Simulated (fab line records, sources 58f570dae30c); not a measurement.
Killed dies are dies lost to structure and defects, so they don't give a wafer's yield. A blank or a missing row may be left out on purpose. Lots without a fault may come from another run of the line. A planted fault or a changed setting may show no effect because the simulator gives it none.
Tool commonality check | flow berkeley_cmos170 | 14 lots, 42 wafers sampled

WHY IT WAS OPENED
At UCB170_PSD_TW_MEAS_10 the reading PSD_TW is flagged on 2 of 14 lots. Wafers without a fault read 2339, standard deviation 17.
Rule: a lot is flagged when every wafer of it that has a number lies more than 4 standard deviations from that mean, or none has a number. The other lots count as sound.

lot  | measured     | on            | PSD_TW, wafer by wafer | flag
L799 | day 6 09:35  | film_metro-02 | 2314 2316 2329         |
L798 | day 6 09:48  | film_metro-04 | 2349 2348 2341         |
L800 | day 6 12:14  | film_metro-02 | 2334 2324 2334         |
L803 | day 7 07:28  | film_metro-02 | 2312 2319 2330         |
L801 | day 7 07:49  | film_metro-03 | 2356 2361 2353         |
L805 | day 7 17:58  | film_metro-03 | 2343 2334 2344         |
L804 | day 7 18:20  | film_metro-04 | 2346 2349 2342         |
L806 | day 8 06:59  | film_metro-04 | 2345 2358 2361         |
L814 | day 10 05:55 | film_metro-02 | 2139 2146 2149         | FLAGGED
L818 | day 10 15:32 | film_metro-03 | 2364 2368 2361         |
L816 | day 10 15:52 | film_metro-04 | 2171 2163 2169         | FLAGGED
L817 | day 10 16:07 | film_metro-02 | 2312 2302 2304         |
L819 | day 11 01:02 | film_metro-04 | 2337 2326 2340         |
L820 | day 11 10:47 | film_metro-04 | 2335 2335 2327         |
The numbers of the flagged lots are 2156 on average: -183 against the usual, or -11 standard deviations.

WHICH TOOL RAN EACH LOT
The record holds 3 process steps before the reading, out of a route of 331 steps. In each cell: the tool, then ch and the chambers that the sampled wafers went through, then the start.
lot  | flag    | UCB170_SPACER_CVD_00            | UCB170_PSD_IMPLANT_08           | UCB170_PSD_STRIP_09
L799 |         | pecvd-03 ch 0,1, day 6 06:00    | implanter-01 ch 0, day 6 09:20  | plasma_asher-02 ch 0,1, day 6 09:29
L798 |         | pecvd-02 ch 1,2, day 6 04:55    | implanter-01 ch 0, day 6 09:33  | plasma_asher-01 ch 0, day 6 09:42
L800 |         | pecvd-02 ch 1,2, day 6 06:26    | implanter-01 ch 0, day 6 11:59  | plasma_asher-01 ch 0,1, day 6 12:08
L803 |         | pecvd-03 ch 0,2, day 7 02:14    | implanter-02 ch 0, day 7 07:14  | plasma_asher-04 ch 0,1, day 7 07:23
L801 |         | pecvd-01 ch 0,1, day 7 03:05    | implanter-04 ch 0, day 7 07:34  | plasma_asher-02 ch 0,1, day 7 07:42
L805 |         | pecvd-03 ch 0,1, day 7 11:38    | implanter-04 ch 0, day 7 17:43  | plasma_asher-01 ch 0, day 7 17:51
L804 |         | pecvd-01 ch 0,1, day 7 11:49    | implanter-01 ch 0, day 7 18:05  | plasma_asher-02 ch 0,1, day 7 18:13
L806 |         | pecvd-01 ch 1,2, day 7 22:23    | implanter-04 ch 0, day 8 06:46  | plasma_asher-02 ch 0,1, day 8 06:54
L814 | FLAGGED | pecvd-02 ch 0,2, day 9 21:44    | implanter-04 ch 0, day 10 05:42 | plasma_asher-04 ch 0,1, day 10 05:50
L818 |         | pecvd-01 ch 0,1,2, day 10 09:25 | implanter-01 ch 0, day 10 15:19 | plasma_asher-01 ch 0,1, day 10 15:26
L816 | FLAGGED | pecvd-03 ch 1,2, day 10 09:36   | implanter-04 ch 0, day 10 15:38 | plasma_asher-04 ch 0,1, day 10 15:46
L817 |         | pecvd-01 ch 0,1, day 10 10:02   | implanter-01 ch 0, day 10 15:52 | plasma_asher-02 ch 0,1, day 10 16:01
L819 |         | pecvd-03 ch 1,2, day 10 18:19   | implanter-01 ch 0, day 11 00:47 | plasma_asher-01 ch 0,1, day 11 00:56
L820 |         | pecvd-03 ch 0,2, day 11 04:29   | implanter-01 ch 0, day 11 10:32 | plasma_asher-04 ch 0,1, day 11 10:41
What these steps do:
- UCB170_SPACER_CVD_00: deposits SiO2 from TEOS/O2, target thk 376 nm, time 47 s.
- UCB170_PSD_IMPLANT_08
- UCB170_PSD_STRIP_09: strips in O2.
- UCB170_PSD_TW_MEAS_10

FLAGGED OVER TOTAL, TOOL BY TOOL (the gauges that took the reading come last)
step                  | tool            | lots run | flagged | share of the flagged lots | sound lots run after its first flagged lot
UCB170_SPACER_CVD_00  | pecvd-01        | 5        | 0       | none                      | -
UCB170_SPACER_CVD_00  | pecvd-02        | 3        | 1       | some                      | 0
UCB170_SPACER_CVD_00  | pecvd-03        | 6        | 1       | some                      | 2 (L819,L820)
UCB170_PSD_IMPLANT_08 | implanter-01    | 8        | 0       | none                      | -
UCB170_PSD_IMPLANT_08 | implanter-02    | 1        | 0       | none                      | -
UCB170_PSD_IMPLANT_08 | implanter-04    | 5        | 2       | all                       | 0
UCB170_PSD_STRIP_09   | plasma_asher-01 | 5        | 0       | none                      | -
UCB170_PSD_STRIP_09   | plasma_asher-02 | 5        | 0       | none                      | -
UCB170_PSD_STRIP_09   | plasma_asher-04 | 4        | 2       | all                       | 1 (L820)
UCB170_PSD_TW_MEAS_10 | film_metro-02   | 5        | 1       | some                      | 1 (L817)
UCB170_PSD_TW_MEAS_10 | film_metro-03   | 3        | 0       | none                      | -
UCB170_PSD_TW_MEAS_10 | film_metro-04   | 6        | 1       | some                      | 2 (L819,L820)

WHAT THE TABLE ALLOWS
2 rows of the table ran every flagged lot: implanter-04 at UCB170_PSD_IMPLANT_08, plasma_asher-04 at UCB170_PSD_STRIP_09.
- implanter-04 at UCB170_PSD_IMPLANT_08: 2 of its 5 lots flagged. Its last sound lot is L806 (day 8 06:46), its first flagged lot L814 (day 10 05:42): a fault that began between those two fits. Its own readings lie more than 4 standard deviations out on every wafer of the flagged lots: beam_energy_keV.
- plasma_asher-04 at UCB170_PSD_STRIP_09: 2 of its 4 lots flagged. Sound lots ran on it after the first flagged one (L820), which a lasting fault on the whole tool wouldn't allow. Its own readings lie more than 4 standard deviations out on every wafer of the flagged lots: oes_product_au, strip_time_to_endpoint_s.
One tool is left: implanter-04 at UCB170_PSD_IMPLANT_08.

WHAT THE SIMULATOR HAD PUT IN
Process parameter drift: implanter-04, from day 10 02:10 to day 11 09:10, at UCB170_PSD_IMPLANT_08. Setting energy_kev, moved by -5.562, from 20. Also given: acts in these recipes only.
Lots struck among those shown: L814, L816. The rule above found the same.
